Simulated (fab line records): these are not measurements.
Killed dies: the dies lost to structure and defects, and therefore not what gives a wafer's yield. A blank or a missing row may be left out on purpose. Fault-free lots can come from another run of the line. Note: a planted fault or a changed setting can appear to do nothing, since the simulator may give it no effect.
8D (eight disciplines) problem report, filled in by code + flow rit_cmos + the parts of the form that need people (team, actions taken, sign-off) are left out

1. WHAT IS WRONG
Mean of killed_at_contacts at RIT_M1_PROBE_99: 19.2 across 9 wafers in 3 lots; on wafers with no fault it is 0.1 (standard deviation 0.24). That is +80 standard deviations from the usual mean.
The first sign was on wafer L415.1 at day 5 15:44, on prober-01. The record holds 45 wafers of 15 lots with a number at this step. By rule, "out" or "out of limits" means more than 4 standard deviations away from the usual mean. The rest of the wafers with a number are treated as sound.

2. WHAT IT IS, WHAT IT ISN'T
| question                    | is                     | is not                                                                                       |
|-----------------------------|------------------------|----------------------------------------------------------------------------------------------|
| which readings at this step | killed_at_contacts     | killed_open, killed_short                                                                    |
| which lots                  | L415, L416, L418       | L404, L405, L406, L407, L408, L409, L410, L419, L420, L422, L423, L425                       |
| which wafers of those lots  | all that have a number | -                                                                                            |
| read on which tools         | prober-01, prober-02   | -                                                                                            |
| when                        | from day 5 15:44       | up to then (21 sound wafers); but 15 sound wafers of L419, L420, L422, L423, L425 came after |

3. SUSPECTS, AND WHAT RULES EACH OUT
Counting: a tool at a process step up to the reading stays a suspect if it ran every lot that is out and no sound lot after the first of them.
- wet_bench-03 at RIT_CONTACT_CLEAN_14 (cleans in SC2, time 600 s): kept. It ran every lot that is out, first L415 (day 5 11:29), and no sound lot after that; its last sound lot up to then is L410 (day 4 09:49).
The count leaves wet_bench-03 at RIT_CONTACT_CLEAN_14.

4. THE CAUSE (what the simulator had put in)
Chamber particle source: wet_bench-03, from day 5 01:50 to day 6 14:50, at RIT_CONTACT_CLEAN_14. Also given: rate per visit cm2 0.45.
The count eliminated every tool but this one.

5. SEQUENCE OF EFFECTS, ordered by route
Rows list readings where the struck wafers' mean (over those with a number) sits beyond 3 standard deviations from the usual. Only readings whose record carries a usual standard deviation are examined. hours: median over the lots of the time between each lot's start at the first step of this table that gives one and its start at this step. sigmas: the change, counted in usual standard deviations.
| hours | step            | reading            | usual | on struck wafers | change | sigmas |
|-------|-----------------|--------------------|-------|------------------|--------|--------|
| 0     | RIT_M1_PROBE_99 | killed_at_contacts | 0.1   | 19.2             | +19.1  | +80    |
| 0     | RIT_M1_PROBE_99 | killed_dies        | 7     | 26               | +19    | +6.4   |
| 0     | RIT_M1_PROBE_99 | killed_on_rim      | 1.9   | 7.2              | +5.3   | +3.8   |
Its process steps:
- RIT_M1_PROBE_99

6. HOW IT WOULD HAVE BEEN CAUGHT EARLIER
In this record no reading fell out of limits until day 5 15:44, 14 hours after the fault had begun at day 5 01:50.
An alarm limit of 4 standard deviations would not have fired on the tool readings at RIT_CONTACT_CLEAN_14 for which the record gives a usual standard deviation, since none of them was out on any struck wafer.
Of the lots that are out (3), L416, L418 began RIT_CONTACT_CLEAN_14 on wet_bench-03 after day 5 15:44. A hold on the tool at that time would have spared those 2.
